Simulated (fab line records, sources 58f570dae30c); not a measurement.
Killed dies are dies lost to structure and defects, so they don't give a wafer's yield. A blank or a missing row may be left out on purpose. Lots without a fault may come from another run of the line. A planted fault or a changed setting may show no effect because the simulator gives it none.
Split-lot experiment | flow berkeley_cmos170 | 5 lots, 23 wafers read, on a route of 331 steps

THE SPLIT
At UCB170_PFIELD_COAT_01 (resist thk 900 nm), the setting resist_thk_nm was moved away from the recipe's 900 nm on 8 of the 23 wafers read, by +2.9% to +5.7%. The other wafers ran this setting at the recipe's value.

The reading is taken at the split's own step.

THE READING
KrF_of_PFIELD_COAT_01.thk_nm (the simulator's own value, which no gauge read), in nm, at UCB170_PFIELD_COAT_01 (resist thk 900 nm). The file gives no usual value for it. The 15 wafers here that ran the recipe average 899.8 nm, standard deviation 2.2 nm.

wafer  | tool, chamber at the split | resist_thk_nm as run, nm | against the recipe | KrF_of_PFIELD_COAT_01.thk_nm, nm | against lot-mates on the recipe
L075.2 | litho_track-04, 0          | 900                      | recipe             | 899.2                            | -
L075.3 | litho_track-04, 0          | 951                      | +5.7%              | 954.4                            | +52.8
L075.4 | litho_track-04, 0          | 900                      | recipe             | 901.1                            | -
L075.5 | litho_track-04, 0          | 951                      | +5.7%              | 953.6                            | +52.0
L075.6 | litho_track-04, 0          | 900                      | recipe             | 904.5                            | -
L077.1 | litho_track-04, 0          | 926.3                    | +2.9%              | 925.2                            | +25.6
L077.2 | litho_track-04, 0          | 926.3                    | +2.9%              | 925                              | +25.4
L077.3 | litho_track-04, 0          | 900                      | recipe             | 898.9                            | -
L077.4 | litho_track-04, 0          | 926.3                    | +2.9%              | 925.8                            | +26.2
L077.6 | litho_track-04, 0          | 900                      | recipe             | 900.3                            | -
L078.2 | litho_track-02, 0          | 900                      | recipe             | 898                              | -
L078.6 | litho_track-02, 0          | 900                      | recipe             | 898                              | -
L078.3 | litho_track-02, 0          | 900                      | recipe             | 896.2                            | -
L078.4 | litho_track-02, 0          | 900                      | recipe             | 899.8                            | -
L078.5 | litho_track-02, 0          | 900                      | recipe             | 898.6                            | -
L082.3 | litho_track-04, 0          | 900                      | recipe             | 901                              | -
L082.5 | litho_track-04, 0          | 900                      | recipe             | 900.2                            | -
L082.6 | litho_track-04, 0          | 900                      | recipe             | 904.1                            | -
L080.1 | litho_track-04, 0          | 937.5                    | +4.2%              | 935.7                            | +36.9
L080.2 | litho_track-04, 0          | 900                      | recipe             | 900.1                            | -
L080.3 | litho_track-04, 0          | 937.5                    | +4.2%              | 935.2                            | +36.4
L080.4 | litho_track-04, 0          | 900                      | recipe             | 897.5                            | -
L080.6 | litho_track-04, 0          | 937.5                    | +4.2%              | 932.7                            | +33.9

THE FIT
A straight line over all 23 wafers: KrF_of_PFIELD_COAT_01.thk_nm changes by +9 nm for each +1% of resist_thk_nm; r = +0.99; the points scatter about the line by 2.4 nm.
The same after taking each lot's own level away (the mean of its wafers on the recipe; 23 wafers): +8.95 nm for each +1%; r = +1.00; scatter 1.6 nm.
On that fit, the largest move of resist_thk_nm shifts the reading by 51 nm.
The lots' own levels span 898.12 to 901.77 nm, that is 1.7 times the standard deviation above.
So the lot-to-lot level changes the slope little: the two slopes agree.
Check: with one of the wafers moved furthest among these (+5.7%) left out of the fit, the line predicts +49.9 nm for it against its lot-mates. It came out at +52.8 nm against them.

OTHER SPLITS ON THESE WAFERS
These wafers also went through other splits before the reading. Each is held against what the fit with the lots' levels taken away leaves over:
other split on the same wafers        | wafers away from the commonest value | r with KrF_of_PFIELD_COAT_01.thk_nm (lot level and that fit taken away)
UCB170_START_OXIDATION_02 ox_time_s   | 10                                   | -0.17
UCB170_NWELL_IMPLANT_14 dose_cm2      | 8                                    | +0.24
UCB170_PWELL_CVD_05 sih2cl2_flow_sccm | 15                                   | +0.34
UCB170_PWELL_IMPLANT_15 dose_cm2      | 10                                   | -0.10
UCB170_ACTIVE_OXIDATION_02 temp_c     | 15                                   | -0.14
UCB170_ACTIVE_PEB_11 peb_temp_c       | 10                                   | -0.01

THE WHOLE CHAIN: every reading that the file lists as answering this split, in the file's order
step                   | what it does      | reading                                                                       | change (the file's fit)              | r (the file's)
UCB170_PFIELD_COAT_01  | resist thk 900 nm | KrF_of_PFIELD_COAT_01.thk_nm (the simulator's own value, which no gauge read) | +8.98 nm for each +1% of the setting | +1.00
UCB170_PFIELD_STRIP_08 | strips in O2      | strip_time_to_endpoint_s                                                      | withheld for each +1% of the setting | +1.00

THE FILE'S OWN FIT
KrF_of_PFIELD_COAT_01.thk_nm changes by +8.98 nm for each +1% of resist_thk_nm, r = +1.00.
